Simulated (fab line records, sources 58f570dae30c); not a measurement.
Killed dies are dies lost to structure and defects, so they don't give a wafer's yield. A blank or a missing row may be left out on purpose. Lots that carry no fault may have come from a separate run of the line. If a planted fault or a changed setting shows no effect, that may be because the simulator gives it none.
2 desks looking at one fault | flow berkeley cmos170 | only its own numbers are on each desk; what lay behind them is given at the end

== FROM THE METROLOGY DESK ==
What the gauges read for every lot (on any tool): the sampled wafers with a number, averaged. The brackets show how far a lot's mean lies from the usual mean; more than 4 standard deviations puts the lot out of limits, marked OUT.
Columns: A = NLDD_TW at UCB170_NLDD_TW_MEAS_11, usual 2212; B = cd nm at UCB170_PSD_CD_MEAS_06, usual 1200.4 nm; C = PSD_TW at UCB170_PSD_TW_MEAS_10, usual 2335; D = NLDD_RS at UCB170_SDANNEAL_RS_MEAS_05, usual 616.1 ohm/sq
lot  | first seen here | A    | B      | C    | D
L988 | day 6 04:56     | 2196 | 1201.3 | 2361 | 614.7
L989 | day 6 10:14     | 2186 | 1199.2 | 2351 | 616.9
L990 | day 6 18:49     | 2193 | 1200.4 | 2337 | 615.1
L991 | day 6 19:19     | 2221 | 1199.4 | 2289 | 614.3
L992 | day 7 09:52     | 2186 | 1200.7 | 2291 | 615.2
L993 | day 7 10:13     | 2238 | 1199.9 | 2293 | 614.4
L998 | day 8 09:05     | 2300 | 1200.5 | 2362 | 575.9 (-27) OUT
L999 | day 8 20:26     | 2242 | 1200.4 | 2326 | 615.9
L101 | day 9 04:00     | 2292 | 1200.7 | 2358 | 578.5 (-25) OUT
L105 | day 9 22:52     | 2252 | 1201.4 | 2360 | 616.3
L108 | day 9 23:42     | 2181 | 1201.3 | 2335 | 615.0
L110 | day 10 14:59    | 2212 | 1198.5 | 2353 | 616.1
L109 | day 10 15:01    | 2224 | 1200.4 | 2332 | 616.4
L111 | day 10 21:41    | 2244 | 1201.3 | 2348 | 614.9
Per this desk, out of limits: L101, L998; the first was L998, day 8 20:24 (NLDD_RS at UCB170_SDANNEAL_RS_MEAS_05). L988, L989, L990, L991, L992, L993, L999, L105, L108, L110, L109, L111 stayed within limits.

== DESK OF THE TOOL OWNER: implanter-04 ==
The tool's own readings at UCB170_NLDD_IMPLANT_09, given as means over the sampled wafers that have a number, one for each lot that went through this tool. The brackets show how far a lot's mean lies from the usual mean; more than 4 standard deviations puts the lot out of limits, marked OUT.
Columns: A = beam energy keV at UCB170_NLDD_IMPLANT_09, usual 30.003
lot  | first seen here | A
L988 | day 6 04:41     | 30.000
L990 | day 6 18:34     | 29.997
L992 | day 7 09:37     | 29.997
L993 | day 7 09:58     | 29.996
L998 | day 8 08:48     | 40.493 (+99 or more) OUT
L101 | day 9 03:46     | 40.504 (+99 or more) OUT
This desk's finding: out of limits on L101, L998; first on L998, day 8 08:48 (beam energy keV at UCB170_NLDD_IMPLANT_09). L988, L990, L992, L993 stayed within limits.

== BROUGHT TOGETHER ==
The tool owner's desk could have raised an alarm at day 8 08:48, on L101, L998.
Metrology desk: alarm possible at day 8 20:24 on L101, L998.
The lots listed all ran UCB170_NLDD_IMPLANT_09 on implanter-04.

== WHAT HAD BEEN PUT IN BY THE SIMULATOR ==
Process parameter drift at UCB170_NLDD_IMPLANT_09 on implanter-04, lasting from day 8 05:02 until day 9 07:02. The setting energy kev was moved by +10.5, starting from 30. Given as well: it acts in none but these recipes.
Struck lots among those shown: L101, L998.
Hours from the fault's start to each desk's first reading out of limits: the tool owner's desk, 4; the metrology desk, 15.
